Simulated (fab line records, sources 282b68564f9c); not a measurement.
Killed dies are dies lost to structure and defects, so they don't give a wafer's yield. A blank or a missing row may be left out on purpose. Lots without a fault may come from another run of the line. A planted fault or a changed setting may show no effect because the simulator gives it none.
fab line records | flow rit_cmos
record lots=7 wafers=21 last_day=4
route steps=202 shown NLDD@110 PLDD@114 SPACER@125 NSD@131 PSD@142 M1@202
lots that met no fault: from a run of the same line without faults
start_h: hours from the record's first day to the start of the lot's first wafer shown | wait_h: hours since the lot's step before | " the same as in the row above | L1.1+2: a row that stands for several wafers | - no value, or no start given | * or withheld: withheld | < > ~ a bound
route shown NAME@n: a module of which the file shows steps, and the number in the route of the first | usual: mean/standard deviation of fault-free wafers | same: alike in all rows | chamber/n: place in a boat | sites: the reading at each site | _std_site: their standard deviation | _edge_site: outer sites' mean less inner sites' | radius_mm: how far each site lies from the wafer's centre | mask NAME#n: copy n | behind: the tool/chamber that last shaped the wafer | hold: why the lot was held/for how many hours/how that ended | device: the transistor (n, p or np) that didn't switch | end of line: the same wafers' tests at the end of the route | a step without rows: its recipe alone | killed: dies lost to structure and defects at the first sort, not the wafer's yield | map: a wafer's dies, x killed, . not, _ none there
set.NAME: the setting as run; set.NAME@STEP: as run at that earlier step | model.NAME: the simulator's own value behind a step, which no gauge read
lots at some steps of the route; a table a step, a row a wafer
services: from which hour (start_h, from the record's first day; less than 0 if before it) a tool's chamber was out of use, for how many hours, and why
## steps
# step RIT_NLDD_HARDBAKE_07
# recipe resist=NOVOLAK temp_c=140 time_s=60
# step RIT_NLDD_IMPLANT_08
# recipe species=P energy_kev=20 dose_cm2=5e+14 tilt_deg=7
# step RIT_NLDD_STRIP_09
# recipe chemistry=O2 time_s=180 resist=NOVOLAK platen_temp_c=withheld power_w=500 pressure_mtorr=4000 o2_flow_sccm=4000
# usual drypump_motor_current_A=5.6/0.33 o2_flow_sccm=4000/12
# columns lot.wafer tool chamber start_h wait_h drypump_motor_current_A o2_flow_sccm rf_hours_counter_h
L381.1 plasma_asher-03 1 46.45 0.1 5.7 4015 27
L381.3 " 0 " " 6.1 3986 -
L381.6 " 0 " " 6.2 3987 -
L382.1 plasma_asher-02 1 52.45 0.1 5.1 3992 42
L382.4 " 0 " " 5.5 4005 -
L382.6 " 1 " " 5.1 3990 -
L383.2 plasma_asher-01 0 56.91 0.1 5.5 4007 40
L383.5 " 1 " " 5.5 4002 -
L383.6 " 0 " " 5.5 4002 -
L385.3 plasma_asher-02 1 65.87 0.1 5.1 4000 -
L385.4 " 0 " " 5.5 4008 -
L385.6 " 0 " " 5.5 3997 -
L386.4 plasma_asher-03 0 72.50 0.1 6.2 3994 -
L386.5 " 0 " " 6.1 3990 -
L386.6 " 1 " " 5.8 3992 -
L387.1 plasma_asher-01 0 77.55 0.1 5.5 4000 42
L387.2 " 1 " " 5.5 3977 42
L387.3 " 1 " " 5.5 3976 -
L388.2 plasma_asher-03 0 83.19 0.1 6.1 4008 30
L388.4 " 1 " " 5.8 3991 -
L388.6 " 0 " " 6.1 4008 -
# step RIT_NLDD_TW_MEAS_10
# usual NLDD_TW=2515/19
# columns lot.wafer tool chamber start_h wait_h NLDD_TW
L381.1 film_metro-01 - 46.63 0.1 2532
L381.3 " - " " 2522
L381.6 " - " " 2531
L382.1 film_metro-01 - 52.63 0.1 2536
L382.4 " - " " 2548
L382.6 " - " " 2550
L383.2 film_metro-02 - 57.09 0.1 2504
L383.5 " - " " 2487
L383.6 " - " " 2494
L385.3 film_metro-04 - 66.01 0.1 2522
L385.4 " - " " 2516
L385.6 " - " " 2532
L386.4 film_metro-04 - 72.65 0.1 2527
L386.5 " - " " 2524
L386.6 " - " " 2532
L387.1 film_metro-04 - 77.73 0.1 2526
L387.2 " - " " 2527
L387.3 " - " " 2553
L388.2 film_metro-02 - 83.38 0.1 2480
L388.4 " - " " 2504
L388.6 " - " " 2472
# step RIT_PLDD_HMDS_00
# recipe prime_time_s=60 prime_temp_c=140
# step RIT_PLDD_COAT_01
# recipe resist=NOVOLAK spin_rpm=3250 resist_thk_nm=1000
# step RIT_PLDD_SOFTBAKE_02
# recipe resist=NOVOLAK temp_c=90 time_s=60
# step RIT_PLDD_EXPOSE_03
# recipe mask_id=M8 na=0.57 target_cd_nm=40900 dose_mj=250
# step RIT_PLDD_PEB_04
# recipe resist=NOVOLAK temp_c=withheld time_s=withheld
# step RIT_PLDD_DEVELOP_05
# recipe resist=NOVOLAK develop_time_s=50 dev_temp_c=23
# step RIT_PLDD_OVL_MEAS_06
# usual PLDD_OVL=0.0/1.3
# columns lot.wafer tool chamber start_h wait_h PLDD_OVL[nm]
L381.1 overlay-01 - 47.94 - -0.6
L381.3 " - " " -1.5
L381.6 " - " " -2.0
L382.1 overlay-02 - 53.74 - 1.1
L382.4 " - " " 1.0
L382.6 " - " " 1.0
L383.2 overlay-02 - 58.00 - -0.9
L383.5 " - " " 1.0
L383.6 " - " " 1.2
L385.3 overlay-02 - 67.03 - -1.2
L385.4 " - " " -1.5
L385.6 " - " " 1.1
L386.4 overlay-02 - 73.67 - 0.5
L386.5 " - " " -0.4
L386.6 " - " " 1.7
L387.1 overlay-01 - 78.76 - 0.3
L387.2 " - " " -0.5
L387.3 " - " " 0.6
L388.2 overlay-01 - 84.29 - -1.9
L388.4 " - " " -0.9
L388.6 " - " " -0.8
# step RIT_PLDD_HARDBAKE_07
# recipe resist=NOVOLAK temp_c=140 time_s=60
# step RIT_PLDD_IMPLANT_08
# recipe species=BF2 energy_kev=20 dose_cm2=9e+14 tilt_deg=7
# usual beam_energy_keV=20.000/0.0061 implant_ion_amu=49/0
# columns lot.wafer tool chamber start_h wait_h beam_energy_keV implant_ion_amu model.implant.rp_nm model.implant.drp_nm
L381.1 implanter-03 0 48.12 0.1 19.993 49 17.52 9.752
L381.3 " 0 " " 19.997 49 17.52 9.752
L381.6 " 0 " " 19.994 49 17.52 9.752
L382.1 implanter-04 0 53.93 0.1 20.005 49 17.29 9.752
L382.4 " 0 " " 20.007 49 17.29 9.752
L382.6 " 0 " " 19.998 49 17.29 9.752
L383.2 implanter-03 0 58.21 0.1 19.992 49 17.31 9.752
L383.5 " 0 " " 20.002 49 17.31 9.752
L383.6 " 0 " " 20.009 49 17.31 9.752
L385.3 implanter-01 0 67.26 0.1 19.994 49 17.47 9.752
L385.4 " 0 " " 19.994 49 17.47 9.752
L385.6 " 0 " " 19.995 49 17.47 9.752
L386.4 implanter-03 0 73.92 0.1 19.998 11 65.82 28.34
L386.5 " 0 " " 19.996 11 65.82 28.34
L386.6 " 0 " " 20.001 11 65.82 28.34
L387.1 implanter-04 0 78.95 0.1 20.001 11 66.9 28.34
L387.2 " 0 " " 19.998 11 66.9 28.34
L387.3 " 0 " " 20.010 11 66.9 28.34
L388.2 implanter-04 0 84.49 0.1 20.003 11 67.92 28.34
L388.4 " 0 " " 19.999 11 67.92 28.34
L388.6 " 0 " " 20.003 11 67.92 28.34
# step RIT_PLDD_STRIP_09
# recipe chemistry=O2 time_s=180 resist=NOVOLAK platen_temp_c=withheld power_w=500 pressure_mtorr=4000 o2_flow_sccm=4000
# usual drypump_motor_current_A=5.6/0.43 o2_flow_sccm=4004/12
# columns lot.wafer tool chamber start_h wait_h drypump_motor_current_A o2_flow_sccm rf_hours_counter_h
L381.1 plasma_asher-03 0 48.27 0.1 6.1 4002 27
L381.3 " 1 " " 5.7 3996 -
L381.6 " 0 " " 6.1 4003 -
L382.1 plasma_asher-04 1 54.08 0.1 5.0 3981 41
L382.4 " 0 " " 5.1 4008 -
L382.6 " 0 " " 5.0 3997 -
L383.2 plasma_asher-03 1 58.33 0.1 5.8 4011 28
L383.5 " 0 " " 6.2 3993 -
L383.6 " 1 " " 5.7 4006 -
L385.3 plasma_asher-04 0 67.42 0.1 5.1 3984 -
L385.4 " 1 " " 4.9 4009 -
L385.6 " 1 " " 5.0 3999 -
L386.4 plasma_asher-04 0 74.05 0.1 5.0 4026 -
L386.5 " 1 " " 4.9 3989 -
L386.6 " 0 " " 5.0 4000 -
L387.1 plasma_asher-01 1 79.10 0.1 5.4 4001 42
L387.2 " 0 " " 5.5 3994 42
L387.3 " 0 " " 5.5 3991 -
L388.2 plasma_asher-03 0 84.62 0.1 6.2 4014 30
L388.4 " 0 " " 6.2 3987 -
L388.6 " 1 " " 5.8 4002 -
# step RIT_PLDD_TW_MEAS_10
# usual PLDD_TW=2371/23
# columns lot.wafer tool chamber start_h wait_h PLDD_TW
L381.1 film_metro-04 - 48.45 0.1 2380
L381.3 " - " " 2380
L381.6 " - " " 2373
L382.1 film_metro-01 - 54.25 0.1 2385
L382.4 " - " " 2396
L382.6 " - " " 2397
L383.2 film_metro-02 - 58.52 0.1 2359
L383.5 " - " " 2347
L383.6 " - " " 2344
L385.3 film_metro-01 - 67.55 0.1 2389
L385.4 " - " " 2388
L385.6 " - " " 2391
L386.4 film_metro-02 - 74.20 0.1 1600
L386.5 " - " " 1595
L386.6 " - " " 1597
L387.1 film_metro-02 - 79.27 0.1 1599
L387.2 " - " " 1593
L387.3 " - " " 1588
L388.2 film_metro-02 - 84.80 0.1 1586
L388.4 " - " " 1597
L388.6 " - " " 1598
# step RIT_SPACER_CLEAN_00
# recipe chemistry=SC1 mix=3:3:50 time_s=600 temp_c=75
# step RIT_SPACER_CLEAN_01
# recipe chemistry=dHF dilution=50:1 time_s=30
# step RIT_SPACER_CLEAN_02
# recipe chemistry=SC2 mix=3:3:50 time_s=600 temp_c=75 dry=n2_spin
# step RIT_SPACER_CVD_03
# recipe material=Si3N4 target_thk_nm=250 temp_c=810 precursor=SiH2Cl2/NH3 time_s=3300 pressure_mtorr=300 sih2cl2_flow_sccm=60 nh3_flow_sccm=150
# step RIT_SPACER_THK_MEAS_04
# recipe reads=Si3N4_of_SPACER_CVD_03
# usual SPACER_NITRIDE_THK=251.0/2.4
# columns lot.wafer tool chamber start_h wait_h SPACER_NITRIDE_THK[nm]
L381.1 film_metro-03 - 50.79 0.0 252.8
L381.3 " - " " 251.2
L381.6 " - " " 254.0
L382.1 film_metro-02 - 56.59 0.0 250.1
L382.4 " - " " 252.5
L382.6 " - " " 251.1
L383.2 film_metro-03 - 60.86 0.0 253.5
L383.5 " - " " 253.7
L383.6 " - " " 250.2
L385.3 film_metro-04 - 69.93 0.0 253.6
L385.4 " - " " 254.0
L385.6 " - " " 254.8
L386.4 film_metro-03 - 76.54 0.0 247.8
L386.5 " - " " 250.6
L386.6 " - " " 248.8
L387.1 film_metro-04 - 81.84 0.0 248.3
L387.2 " - " " 248.3
L387.3 " - " " 248.5
L388.2 film_metro-04 - 87.14 0.0 253.6
L388.4 " - " " 254.6
L388.6 " - " " 254.5
# step RIT_SPACER_ETCHBACK_05
# recipe target_depth_a=2500 SF6_flow_sccm=30 CHF3_flow_sccm=30 target=Si3N4 chemistry=SF6/CHF3 pressure_mtorr=40 rf_w=250 time_s=240 stop_on=SiO2
# usual drypump_motor_current_A=5.5/0.37 oes_product_au=0.842/0.012 throttle_valve_pct=10.26/0.16
# columns lot.wafer tool chamber start_h wait_h drypump_motor_current_A oes_product_au rf_hours_counter_h throttle_valve_pct
L381.1 rie_diel-01 2 50.85 0.1 5.7 0.840 6 10.10
L381.3 " 1 " " 5.3 0.846 26 10.08
L381.6 " 0 " " 6.2 0.828 - 10.40
L382.1 rie_diel-04 0 56.65 0.1 5.5 0.850 13 10.55
L382.4 " 2 " " 5.2 0.859 67 10.37
L382.6 " 1 " " 5.8 0.857 - 10.50
L383.2 rie_diel-02 0 60.91 0.0 5.4 0.819 9 10.08
L383.5 " 2 " " 5.4 0.854 - 10.24
L383.6 " 3 " " 5.3 0.829 - 10.26
L385.3 rie_diel-02 1 69.97 0.0 4.9 0.866 73 10.22
L385.4 " 2 " " 5.4 0.843 23 10.27
L385.6 " 3 " " 5.2 0.838 - 10.28
L386.4 rie_diel-01 0 76.57 0.0 6.2 0.819 148 10.39
L386.5 " 2 " " 5.7 0.840 - 10.10
L386.6 " 3 " " 6.1 0.826 - 10.19
L387.1 rie_diel-02 0 81.90 0.1 5.4 0.810 9 10.07
L387.2 " 3 " " 5.2 0.827 18 10.28
L387.3 " 1 " " 4.9 0.848 74 10.20
L388.2 rie_diel-02 1 87.19 0.0 4.9 0.865 74 10.24
L388.4 " 2 " " 5.4 0.855 24 10.25
L388.6 " 2 " " 5.4 0.852 - 10.27
# step RIT_NSD_HMDS_00
# recipe prime_time_s=60 prime_temp_c=140
# step RIT_NSD_COAT_01
# recipe resist=NOVOLAK spin_rpm=3250 resist_thk_nm=1000
# step RIT_NSD_SOFTBAKE_02
# recipe resist=NOVOLAK temp_c=90 time_s=60
# step RIT_NSD_EXPOSE_03
# recipe mask_id=M9 na=0.57 target_cd_nm=40700 dose_mj=250
# step RIT_NSD_PEB_04
# recipe resist=NOVOLAK temp_c=withheld time_s=withheld
# step RIT_NSD_DEVELOP_05
# recipe resist=NOVOLAK develop_time_s=50 dev_temp_c=23
# step RIT_NSD_OVL_MEAS_06
# usual NSD_OVL=0.0/1.3
# columns lot.wafer tool chamber start_h wait_h NSD_OVL[nm]
L381.1 overlay-02 - 51.85 - 1.1
L381.3 " - " " 0.7
L381.6 " - " " -1.4
L382.1 overlay-01 - 57.78 - 2.1
L382.4 " - " " 0.4
L382.6 " - " " 0.4
L383.2 overlay-02 - 61.92 - 2.5
L383.5 " - " " 1.1
L383.6 " - " " 1.8
L385.3 overlay-02 - 71.30 - -0.2
L385.4 " - " " -1.0
L385.6 " - " " 1.0
L386.4 overlay-02 - 77.72 - 0.9
L386.5 " - " " -0.4
L386.6 " - " " -1.2
L387.1 overlay-01 - 82.90 - 2.2
L387.2 " - " " 0.7
L387.3 " - " " 1.9
L388.2 overlay-02 - 88.33 - -0.4
L388.4 " - " " 0.5
L388.6 " - " " 0.8
# step RIT_NSD_HARDBAKE_07
# recipe resist=NOVOLAK temp_c=140 time_s=60
# step RIT_NSD_IMPLANT_08
# recipe species=P energy_kev=25 dose_cm2=1e+15 tilt_deg=7
# step RIT_NSD_STRIP_09
# recipe chemistry=O2 time_s=180 resist=NOVOLAK platen_temp_c=withheld power_w=500 pressure_mtorr=4000 o2_flow_sccm=4000
# usual drypump_motor_current_A=5.4/0.43 o2_flow_sccm=4001/12
# columns lot.wafer tool chamber start_h wait_h drypump_motor_current_A o2_flow_sccm rf_hours_counter_h
L381.1 plasma_asher-04 0 52.19 0.1 5.1 3991 41
L381.3 " 1 " " 4.9 4009 -
L381.6 " 1 " " 4.9 4004 -
L382.1 plasma_asher-04 1 58.12 0.1 4.9 3996 42
L382.4 " 1 " " 4.9 3994 -
L382.6 " 0 " " 5.1 4019 -
L383.2 plasma_asher-04 0 62.25 0.1 5.1 4012 42
L383.5 " 0 " " 5.0 3993 -
L383.6 " 1 " " 4.9 4009 -
L385.3 plasma_asher-04 0 71.69 0.1 5.1 4002 -
L385.4 " 1 " " 5.0 3998 -
L385.6 " 1 " " 4.9 3999 -
L386.4 plasma_asher-03 0 78.10 0.1 6.2 4030 -
L386.5 " 0 " " 6.2 4018 -
L386.6 " 1 " " 5.8 4001 -
L387.1 plasma_asher-04 1 83.24 0.1 4.9 4003 44
L387.2 " 0 " " 5.1 4004 44
L387.3 " 0 " " 5.0 4004 -
L388.2 plasma_asher-04 1 88.66 0.1 5.0 3998 45
L388.4 " 1 " " 4.9 4008 -
L388.6 " 1 " " 5.0 3999 -
# step RIT_NSD_TW_MEAS_10
# usual NSD_TW=3172/21
# columns lot.wafer tool chamber start_h wait_h NSD_TW
L381.1 film_metro-01 - 52.36 0.1 3185
L381.3 " - " " 3183
L381.6 " - " " 3190
L382.1 film_metro-01 - 58.29 0.1 3189
L382.4 " - " " 3185
L382.6 " - " " 3169
L383.2 film_metro-04 - 62.43 0.1 3165
L383.5 " - " " 3143
L383.6 " - " " 3162
L385.3 film_metro-01 - 71.82 0.1 3177
L385.4 " - " " 3176
L385.6 " - " " 3199
L386.4 film_metro-01 - 78.24 0.1 3176
L386.5 " - " " 3164
L386.6 " - " " 3156
L387.1 film_metro-01 - 83.41 0.1 3171
L387.2 " - " " 3169
L387.3 " - " " 3176
L388.2 film_metro-01 - 88.84 0.1 3159
L388.4 " - " " 3168
L388.6 " - " " 3150
# step RIT_PSD_HMDS_00
# recipe prime_time_s=60 prime_temp_c=140
# step RIT_PSD_COAT_01
# recipe resist=NOVOLAK spin_rpm=3250 resist_thk_nm=1000
# step RIT_PSD_SOFTBAKE_02
# recipe resist=NOVOLAK temp_c=90 time_s=60
# step RIT_PSD_EXPOSE_03
# recipe mask_id=M10 na=0.57 target_cd_nm=40900 dose_mj=250
# step RIT_PSD_PEB_04
# recipe resist=NOVOLAK temp_c=withheld time_s=withheld
# step RIT_PSD_DEVELOP_05
# recipe resist=NOVOLAK develop_time_s=50 dev_temp_c=23
# step RIT_PSD_OVL_MEAS_06
# usual PSD_OVL=0.3/1.2
# columns lot.wafer tool chamber start_h wait_h PSD_OVL[nm]
L381.1 overlay-01 - 53.27 - -0.3
L381.3 " - " " 2.3
L381.6 " - " " -0.1
L382.1 overlay-01 - 59.33 - -0.1
L382.4 " - " " 0.9
L382.6 " - " " -1.2
L383.2 overlay-02 - 63.46 - 1.4
L383.5 " - " " 3.0
L383.6 " - " " 1.8
L385.3 overlay-02 - 72.85 - 0.8
L385.4 " - " " -0.3
L385.6 " - " " 1.3
L386.4 overlay-02 - 79.14 - 0.2
L386.5 " - " " 0.0
L386.6 " - " " 2.5
L387.1 overlay-02 - 84.32 - 1.0
L387.2 " - " " 0.8
L387.3 " - " " 3.4
L388.2 overlay-01 - 89.75 - -0.1
L388.4 " - " " 0.2
L388.6 " - " " -1.9
# step RIT_PSD_HARDBAKE_07
# recipe resist=NOVOLAK temp_c=140 time_s=60
# step RIT_PSD_IMPLANT_08
# recipe species=BF2 energy_kev=27 dose_cm2=5e+15 tilt_deg=7
# step RIT_PSD_STRIP_09
# recipe chemistry=O2 time_s=180 resist=NOVOLAK platen_temp_c=withheld power_w=500 pressure_mtorr=4000 o2_flow_sccm=4000
# usual drypump_motor_current_A=5.28/0.23 o2_flow_sccm=3999/11
# columns lot.wafer tool chamber start_h wait_h drypump_motor_current_A o2_flow_sccm rf_hours_counter_h
L381.1 plasma_asher-01 0 53.61 0.1 5.47 3997 39
L381.3 " 1 " " 5.48 3990 -
L381.6 " 1 " " 5.47 3996 -
L382.1 plasma_asher-02 0 59.66 0.1 5.52 3984 43
L382.4 " 0 " " 5.52 3995 -
L382.6 " 0 " " 5.54 4014 -
L383.2 plasma_asher-04 1 63.79 0.1 4.94 4004 42
L383.5 " 0 " " 5.04 3991 -
L383.6 " 1 " " 4.93 4004 -
L385.3 plasma_asher-02 1 73.23 0.1 5.11 4019 -
L385.4 " 0 " " 5.52 3993 -
L385.6 " 0 " " 5.52 3998 -
L386.4 plasma_asher-01 1 79.52 0.1 5.48 3988 -
L386.5 " 0 " " 5.46 3993 -
L386.6 " 1 " " 5.47 4005 -
L387.1 plasma_asher-02 0 84.66 0.1 5.51 3995 45
L387.2 " 1 " " 5.10 3990 45
L387.3 " 1 " " 5.10 3997 -
L388.2 plasma_asher-04 1 90.08 0.1 4.95 4004 45
L388.4 " 0 " " 5.07 3986 -
L388.6 " 1 " " 4.95 3993 -
# step RIT_SDANNEAL_RS_MEAS_06
# recipe thk_meas_gauge=four-point-probe
# usual PLDD_RS=178.5/0.5
# columns lot.wafer tool chamber start_h wait_h PLDD_RS[ohm/sq]
L381.1 film_metro-04 - 54.52 0.1 178.5
L381.3 " - " " 178.0
L381.6 " - " " 178.3
L382.1 film_metro-04 - 60.56 0.1 179.1
L382.4 " - " " 178.2
L382.6 " - " " 178.4
L383.2 film_metro-04 - 64.71 0.1 178.4
L383.5 " - " " 178.2
L383.6 " - " " 178.5
L385.3 film_metro-01 - 74.15 0.1 179.0
L385.4 " - " " 179.4
L385.6 " - " " 179.5
L386.4 film_metro-04 - 80.45 0.1 129.6
L386.5 " - " " 129.1
L386.6 " - " " 129.4
L387.1 film_metro-01 - 85.56 0.1 129.9
L387.2 " - " " 129.6
L387.3 " - " " 129.4
L388.2 film_metro-02 - 91.00 0.1 129.0
L388.4 " - " " 128.8
L388.6 " - " " 128.5
# step RIT_M1_PROBE_99
# usual killed_at_contacts=0.1/0.31 killed_at_front_end=7.1/2.8 killed_dies=7.2/2.8 killed_open=3.5/2 killed_short=3.7/1.9
# same gross_dies=264 killed_at_M0_to_M3=0 killed_at_M4_up=0 killed_at_back_side=0 killed_at_other=0
# columns lot.wafer tool chamber start_h wait_h killed_at_contacts killed_at_front_end killed_dies killed_open killed_short
L382.1 prober-01 - 67.82 0.1 0 3 3 3 0
L382.4 prober-01 - 67.97 0.2 0 10 10 6 4
L382.6 prober-01 - 68.07 0.2 0 8 8 5 3
L383.2 prober-02 - 73.72 0.1 0 11 11 6 5
L383.5 prober-02 - 73.87 0.2 0 4 4 0 4
L383.6 prober-02 - 73.92 0.2 0 4 4 2 2
L386.4 prober-01 - 88.82 0.2 0 6 6 4 2
L386.5 prober-01 - 88.87 0.2 0 6 6 4 2
L386.6 prober-01 - 88.92 0.2 1 5 6 4 2
L387.1 prober-02 - 93.80 0.1 0 12 12 6 6
L387.2 prober-02 - 93.85 0.1 0 9 9 4 5
L387.3 prober-02 - 93.90 0.2 0 8 8 2 6
L388.2 prober-01 - 100.24 0.1 0 5 5 1 4
L388.4 prober-01 - 100.34 0.2 1 6 7 2 5
L388.6 prober-01 - 100.44 0.2 0 7 7 2 5
# killed by level:class
L382.1 GATE:geometric_particle:open=1 SPACER:geometric_particle:open=1 SILICIDE:geometric_particle:open=1
L382.4 FOX2:geometric_particle:short=2 GATE:geometric_particle:open=2 SPACER:geometric_particle:short=2 SILICIDE:geometric_particle:open=2 FOX1:geometric_particle:open=1 FOX2:geometric_particle:open=1
L382.6 FOX2:geometric_particle:open=2 SILICIDE:geometric_particle:short=2 GATE:geometric_particle:open=1 GATE:geometric_particle:short=1 SPACER:geometric_particle:open=1 SILICIDE:geometric_particle:open=1
L383.2 SILICIDE:geometric_particle:short=3 FOX2:geometric_particle:open=2 FOX1:geometric_particle:open=1 FOX1:geometric_particle:short=1 GATE:geometric_particle:short=1 GATE:geometric_particle:open=1 REOX:geometric_particle:open=1 SILICIDE:geometric_particle:open=1
L383.5 GATE:geometric_particle:short=2 FOX1:geometric_particle:short=1 REOX:geometric_particle:short=1
L383.6 SPACER:geometric_particle:open=2 GATE:geometric_particle:short=1 SILICIDE:geometric_particle:short=1
L386.4 GATE:geometric_particle:open=2 FOX1:geometric_particle:short=1 SPACER:geometric_particle:open=1 SILICIDE:geometric_particle:short=1 SILICIDE:geometric_particle:open=1
L386.5 GATE:geometric_particle:open=4 GATE:geometric_particle:short=2
L386.6 GATE:geometric_particle:open=3 FOX1:geometric_particle:open=1 SILICIDE:geometric_particle:short=1 CONTACT:geometric_particle:short=1
L387.1 FOX1:geometric_particle:open=2 FOX1:geometric_particle:short=2 GATE:geometric_particle:open=2 GATE:geometric_particle:short=1 REOX:geometric_particle:open=1 REOX:geometric_particle:short=1 SPACER:geometric_particle:open=1 SPACER:geometric_particle:short=1
L387.2 FOX1:geometric_particle:short=2 FOX1:geometric_particle:open=2 SPACER:geometric_particle:short=2 GATE:geometric_particle:open=1 GATE:geometric_particle:short=1 SILICIDE:geometric_particle:open=1
L387.3 FOX2:geometric_particle:short=3 FOX1:geometric_particle:short=1 FOX2:geometric_particle:open=1 GATE:geometric_particle:open=1 REOX:geometric_particle:short=1 SILICIDE:geometric_particle:short=1
L388.2 FOX1:geometric_particle:short=2 GATE:geometric_particle:short=1 GATE:geometric_particle:open=1 SPACER:geometric_particle:short=1
L388.4 GATE:geometric_particle:short=2 FOX1:geometric_particle:open=1 FOX2:geometric_particle:short=1 SPACER:geometric_particle:open=1 SPACER:geometric_particle:short=1 CONTACT:geometric_particle:short=1
L388.6 GATE:geometric_particle:short=4 FOX1:geometric_particle:open=1 SPACER:geometric_particle:open=1 SILICIDE:geometric_particle:short=1
## services
# columns tool chamber start_h hours kind
implanter-04 - 26.31 22.5 repair
implanter-03 - 39.14 3.5 repair
rie_diel-01 - 51.72 2.2 repair
implanter-01 - 57.60 2.9 pm
rie_diel-04 - 81.79 0.2 repair
plasma_asher-01 - 87.05 0.5 repair
## key
first_sign step=RIT_PLDD_IMPLANT_08 reading=implant_ion_amu direction=down sigmas=99+ usual=49 struck=11
effect step=RIT_PLDD_TW_MEAS_10 reading=PLDD_TW direction=down sigmas=34 usual=2371 struck=1595
effect step=RIT_SDANNEAL_RS_MEAS_06 reading=PLDD_RS direction=down sigmas=99 usual=178.5 struck=129.3
model_effect step=RIT_PLDD_IMPLANT_08 value=implant.rp_nm without=17.63 struck=66.88
met_at RIT_PLDD_IMPLANT_08
struck_wafers L386.4,L386.5,L386.6,L387.1,L387.2,L387.3,L388.2,L388.4,L388.6
tester_left_out L386,L387,L388
onset_between 58.21 73.92
fault kind=wrong_recipe_download tool=implanter-01,implanter-03,implanter-04 chamber=- onset_h=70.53 steps=RIT_PLDD_IMPLANT_08 wrong_recipe.not_listed=1
# tester_left_out: of these lots the tester's yield and bins aren't shown, on N5 and GAA mostly nor the transistor test; their killed dies are dies lost to structure and defects alone, not to doping, threshold or leakage, so they don't give the yield
